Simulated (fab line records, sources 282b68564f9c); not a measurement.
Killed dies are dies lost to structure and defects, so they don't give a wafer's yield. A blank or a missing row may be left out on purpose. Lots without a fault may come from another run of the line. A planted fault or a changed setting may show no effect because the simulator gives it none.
fab line records | flow rit_cmos
record lots=6 wafers=18 last_day=7
route steps=202 shown PWELL@49 WELLDRIVE@50 NWELL@51 NRETRO@53 M1@202
lots that met no fault: from a run of the same line without faults
start_h: hours from the record's first day to the start of the lot's first wafer shown | wait_h: hours since the lot's step before | " the same as in the row above | L1.1+2: a row that stands for several wafers | - no value, or no start given | * or withheld: withheld | < > ~ a bound
route shown NAME@n: a module of which the file shows steps, and the number in the route of the first | usual: mean/standard deviation of fault-free wafers | same: alike in all rows | chamber/n: place in a boat | sites: the reading at each site | _std_site: their standard deviation | _edge_site: outer sites' mean less inner sites' | radius_mm: how far each site lies from the wafer's centre | mask NAME#n: copy n | behind: the tool/chamber that last shaped the wafer | hold: why the lot was held/for how many hours/how that ended | device: the transistor (n, p or np) that didn't switch | end of line: the same wafers' tests at the end of the route | a step without rows: its recipe alone | killed: dies lost to structure and defects at the first sort, not the wafer's yield | map: a wafer's dies, x killed, . not, _ none there
set.NAME: the setting as run; set.NAME@STEP: as run at that earlier step | model.NAME: the simulator's own value behind a step, which no gauge read
lots at some steps of the route; a table a step, a row a wafer
services: from which hour (start_h, from the record's first day; less than 0 if before it) a tool's chamber was out of use, for how many hours, and why
## steps
# step RIT_PWELL_TW_MEAS_10
# usual PWELL_TW=947/7.8
# columns lot.wafer tool chamber start_h wait_h PWELL_TW
L532.1 film_metro-01 - 28.04 0.1 958
L532.2 " - " " 958
L532.3 " - " " 961
L538.2 film_metro-02 - 58.02 0.1 942
L538.4 " - " " 940
L538.5 " - " " 942
L549.1 film_metro-02 - 113.58 0.1 944
L549.2 " - " " 945
L549.5 " - " " 938
L551.2 film_metro-02 - 123.64 0.1 949
L551.5 " - " " 939
L551.6 " - " " 942
L552.1 film_metro-02 - 128.36 0.1 944
L552.2 " - " " 942
L552.6 " - " " 941
L554.3 film_metro-04 - 139.12 0.1 947
L554.4 " - " " 948
L554.5 " - " " 942
# step RIT_WELLDRIVE_ANNEAL_00
# recipe temp_c=1100 time_s=14700 ambient=N2
# step RIT_WELLDRIVE_RS_MEAS_01
# recipe thk_meas_gauge=four-point-probe
# usual NWELL_RS=275.4/0.68
# columns lot.wafer tool chamber start_h wait_h NWELL_RS[ohm/sq]
L532.1 film_metro-04 - 33.18 0.0 275.0
L532.2 " - " " 274.9
L532.3 " - " " 276.2
L538.2 film_metro-01 - 63.17 0.0 275.5
L538.4 " - " " 275.5
L538.5 " - " " 276.2
L549.1 film_metro-01 - 118.72 0.0 275.8
L549.2 " - " " 275.2
L549.5 " - " " 275.9
L551.2 film_metro-01 - 129.18 0.0 274.4
L551.5 " - " " 274.3
L551.6 " - " " 275.6
L552.1 film_metro-01 - 133.51 0.0 276.1
L552.2 " - " " 275.2
L552.6 " - " " 275.6
L554.3 film_metro-01 - 144.29 0.0 274.4
L554.4 " - " " 274.6
L554.5 " - " " 275.2
# step RIT_WELLDRIVE_RS_MEAS_02
# recipe thk_meas_gauge=four-point-probe
# usual PWELL_RS=429.0/1.2
# columns lot.wafer tool chamber start_h wait_h PWELL_RS[ohm/sq]
L532.1 film_metro-04 - 33.30 0.1 428.8
L532.2 " - " " 428.7
L532.3 " - " " 430.1
L538.2 film_metro-01 - 63.29 0.1 428.8
L538.4 " - " " 430.1
L538.5 " - " " 430.0
L549.1 film_metro-01 - 118.84 0.1 430.0
L549.2 " - " " 428.7
L549.5 " - " " 427.6
L551.2 film_metro-01 - 129.30 0.1 428.6
L551.5 " - " " 430.4
L551.6 " - " " 428.5
L552.1 film_metro-01 - 133.63 0.1 426.9
L552.2 " - " " 428.7
L552.6 " - " " 429.4
L554.3 film_metro-01 - 144.41 0.1 429.8
L554.4 " - " " 428.8
L554.5 " - " " 429.3
# step RIT_NRETRO_HMDS_00
# recipe prime_time_s=60 prime_temp_c=140
# step RIT_NRETRO_COAT_01
# recipe resist=NOVOLAK spin_rpm=2000 resist_thk_nm=1300
# step RIT_NRETRO_SOFTBAKE_02
# recipe resist=NOVOLAK temp_c=90 time_s=60
# step RIT_NRETRO_EXPOSE_03
# recipe mask_id=M4 na=0.57 target_cd_nm=43900 dose_mj=250
# step RIT_NRETRO_PEB_04
# recipe resist=NOVOLAK temp_c=withheld time_s=withheld
# step RIT_NRETRO_DEVELOP_05
# recipe resist=NOVOLAK develop_time_s=68 dev_temp_c=23
# step RIT_NRETRO_OVL_MEAS_06
# usual NRETRO_OVL=1.0/1.2
# columns lot.wafer tool chamber start_h wait_h NRETRO_OVL[nm]
L532.1 overlay-01 - 34.30 - 1.8
L532.2 " - " " 2.5
L532.3 " - " " 2.5
L538.2 overlay-02 - 64.28 - 0.3
L538.4 " - " " 0.2
L538.5 " - " " -0.2
L549.1 overlay-02 - 120.18 - 1.6
L549.2 " - " " 1.2
L549.5 " - " " 4.0
L551.2 overlay-01 - 130.41 - -1.5
L551.5 " - " " -0.7
L551.6 " - " " -1.0
L552.1 overlay-02 - 134.78 - 0.0
L552.2 " - " " 0.4
L552.6 " - " " -0.3
L554.3 overlay-02 - 145.50 - 0.3
L554.4 " - " " 1.0
L554.5 " - " " 0.5
# step RIT_NRETRO_HARDBAKE_07
# recipe resist=NOVOLAK temp_c=140 time_s=120
# step RIT_NRETRO_IMPLANT_08
# recipe species=P energy_kev=70 dose_cm2=1e+13 tilt_deg=7
# usual tilt_deg=6.996/0.019
# columns lot.wafer tool chamber start_h wait_h tilt_deg
L532.1 implanter-02 0 34.59 0.2 7.012
L532.2 " 0 " " 6.975
L532.3 " 0 " " 6.993
L538.2 implanter-03 0 64.58 0.2 6.985
L538.4 " 0 " " 6.958
L538.5 " 0 " " 6.952
L549.1 implanter-03 0 120.46 0.2 11.183
L549.2 " 0 " " 11.197
L549.5 " 0 " " 11.201
L551.2 implanter-03 0 130.71 0.2 11.179
L551.5 " 0 " " 11.176
L551.6 " 0 " " 11.191
L552.1 implanter-04 0 135.07 0.2 7.054
L552.2 " 0 " " 7.007
L552.6 " 0 " " 7.044
L554.3 implanter-04 0 145.83 0.2 6.993
L554.4 " 0 " " 7.000
L554.5 " 0 " " 7.016
# step RIT_NRETRO_STRIP_09
# recipe chemistry=O2 time_s=180 resist=NOVOLAK platen_temp_c=withheld power_w=500 pressure_mtorr=4000 o2_flow_sccm=4000
# usual chamber_pressure_mTorr=3999/3.6 drypump_motor_current_A=5.7/0.57
# columns lot.wafer tool chamber start_h wait_h chamber_pressure_mTorr drypump_motor_current_A rf_hours_counter_h
L532.1 plasma_asher-03 0 34.74 0.1 3996 4.9 23
L532.2 " 1 " " 4000 6.1 23
L532.3 " 1 " " 3994 6.0 -
L538.2 plasma_asher-03 1 64.71 0.1 4001 6.0 25
L538.4 " 1 " " 4001 6.1 -
L538.5 " 0 " " 3998 4.9 -
L549.1 plasma_asher-04 1 120.61 0.1 3999 6.5 50
L549.2 " 0 " " 3998 5.8 50
L549.5 " 1 " " 4000 6.5 -
L551.2 plasma_asher-01 0 130.84 0.1 4006 5.2 51
L551.5 " 1 " " 4001 5.9 -
L551.6 " 0 " " 3996 5.2 -
L552.1 plasma_asher-01 0 135.22 0.1 3997 5.2 52
L552.2 " 1 " " 4003 6.0 52
L552.6 " 1 " " 3999 6.0 -
L554.3 plasma_asher-04 0 145.99 0.1 3997 5.8 -
L554.4 " 1 " " 3998 6.5 -
L554.5 " 1 " " 3998 6.4 -
# step RIT_M1_PROBE_99
# usual killed_at_contacts=0.1/0.3 killed_at_front_end=7.1/3 killed_dies=7.3/3 killed_open=3.6/2 killed_short=3.5/1.9
# same gross_dies=264 killed_at_M0_to_M3=0 killed_at_M4_up=0 killed_at_back_side=0 killed_at_other=0
# columns lot.wafer tool chamber start_h wait_h killed_at_contacts killed_at_front_end killed_dies killed_open killed_short
L538.2 prober-02 - 92.64 0.1 0 11 11 8 3
L538.4 prober-02 - 92.74 0.2 0 8 8 4 3
L538.5 prober-02 - 92.79 0.2 0 13 13 7 5
L549.1 prober-01 - 148.44 0.1 1 9 10 7 3
L549.2 prober-01 - 148.49 0.1 0 6 6 4 2
L549.5 prober-01 - 148.64 0.2 0 5 5 3 2
L551.2 prober-01 - 157.76 0.1 0 8 8 5 3
L551.5 prober-01 - 157.91 0.2 0 8 8 4 4
L551.6 prober-01 - 157.96 0.2 0 8 8 2 6
L552.1 prober-02 - 161.63 0.1 0 8 8 5 3
L552.2 prober-02 - 161.68 0.1 0 5 5 3 2
L552.6 prober-02 - 161.88 0.2 1 13 14 8 6
# killed by level:class
L538.2 REOX:geometric_particle:open=6 FOX2:geometric_particle:open=1 GATE:geometric_particle:short=1 REOX:geometric_particle:short=1 SILICIDE:geometric_particle:short=1 SILICIDE:geometric_particle:open=1
L538.4 SPACER:geometric_particle:open=2 FOX2:geometric_particle:short=1 GATE:geometric_particle:short=1 GATE:geometric_particle:open=1 REOX:geometric_particle:open=1 SPACER:geometric_particle:short=1 GATE:coat_microbubble_printed=1
L538.5 GATE:geometric_particle:short=3 GATE:geometric_particle:open=3 SPACER:geometric_particle:open=2 FOX1:geometric_particle:open=1 REOX:geometric_particle:short=1 REOX:geometric_particle:open=1 SILICIDE:geometric_particle:short=1 GATE:coat_microbubble_printed=1
L549.1 SPACER:geometric_particle:open=4 ACTIVE:geometric_particle:open=1 FOX1:geometric_particle:open=1 SPACER:geometric_particle:short=1 SILICIDE:geometric_particle:open=1 SILICIDE:geometric_particle:short=1 CONTACT:geometric_particle:short=1
L549.2 SILICIDE:geometric_particle:open=2 FOX1:geometric_particle:open=1 GATE:geometric_particle:short=1 GATE:geometric_particle:open=1 REOX:geometric_particle:short=1
L549.5 SILICIDE:geometric_particle:open=2 FOX1:geometric_particle:short=1 FOX2:geometric_particle:short=1 SPACER:geometric_particle:open=1
L551.2 FOX1:geometric_particle:short=2 FOX2:geometric_particle:open=2 FOX1:geometric_particle:open=1 REOX:geometric_particle:open=1 REOX:geometric_particle:short=1 SILICIDE:geometric_particle:open=1
L551.5 FOX1:geometric_particle:short=2 FOX2:geometric_particle:open=1 GATE:geometric_particle:short=1 GATE:geometric_particle:open=1 REOX:geometric_particle:open=1 SPACER:geometric_particle:open=1 SPACER:geometric_particle:short=1
L551.6 REOX:geometric_particle:short=4 FOX1:geometric_particle:short=1 FOX1:geometric_particle:open=1 GATE:geometric_particle:short=1 REOX:geometric_particle:open=1
L552.1 FOX1:geometric_particle:open=1 FOX1:geometric_particle:short=1 FOX2:geometric_particle:open=1 GATE:geometric_particle:short=1 REOX:geometric_particle:open=1 SPACER:geometric_particle:open=1 SILICIDE:geometric_particle:short=1 SILICIDE:geometric_particle:open=1
L552.2 FOX1:geometric_particle:open=1 GATE:geometric_particle:short=1 GATE:geometric_particle:open=1 SILICIDE:geometric_particle:short=1 SILICIDE:geometric_particle:open=1
L552.6 FOX1:geometric_particle:open=2 GATE:geometric_particle:open=2 GATE:geometric_particle:short=2 REOX:geometric_particle:short=2 SILICIDE:geometric_particle:open=2 ACTIVE:geometric_particle:short=1 FOX1:geometric_particle:short=1 REOX:geometric_particle:open=1
## services
# columns tool chamber start_h hours kind
implanter-02 - 40.80 2.6 repair
plasma_asher-03 - 44.61 4.5 repair
plasma_asher-03 - 110.13 0.6 repair
## key
first_sign step=RIT_NRETRO_IMPLANT_08 reading=tilt_deg direction=up sigmas=99+ usual=6.996 struck=11.188
effect none on later readings
met_at RIT_NRETRO_IMPLANT_08
struck_wafers L549.1,L549.2,L549.5,L551.2,L551.5,L551.6
tester_left_out L549,L551
onset_between 64.58 120.46
fault kind=process_parameter_drift tool=implanter-03 chamber=- onset_h=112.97 steps=RIT_NRETRO_IMPLANT_08 channel=tilt_deg offset=4.1904 shape=step end_h=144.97 acts_in=these_recipes_only stated=7
# tester_left_out: of these lots the tester's yield and bins aren't shown, on N5 and GAA mostly nor the transistor test; their killed dies are dies lost to structure and defects alone, not to doping, threshold or leakage, so they don't give the yield
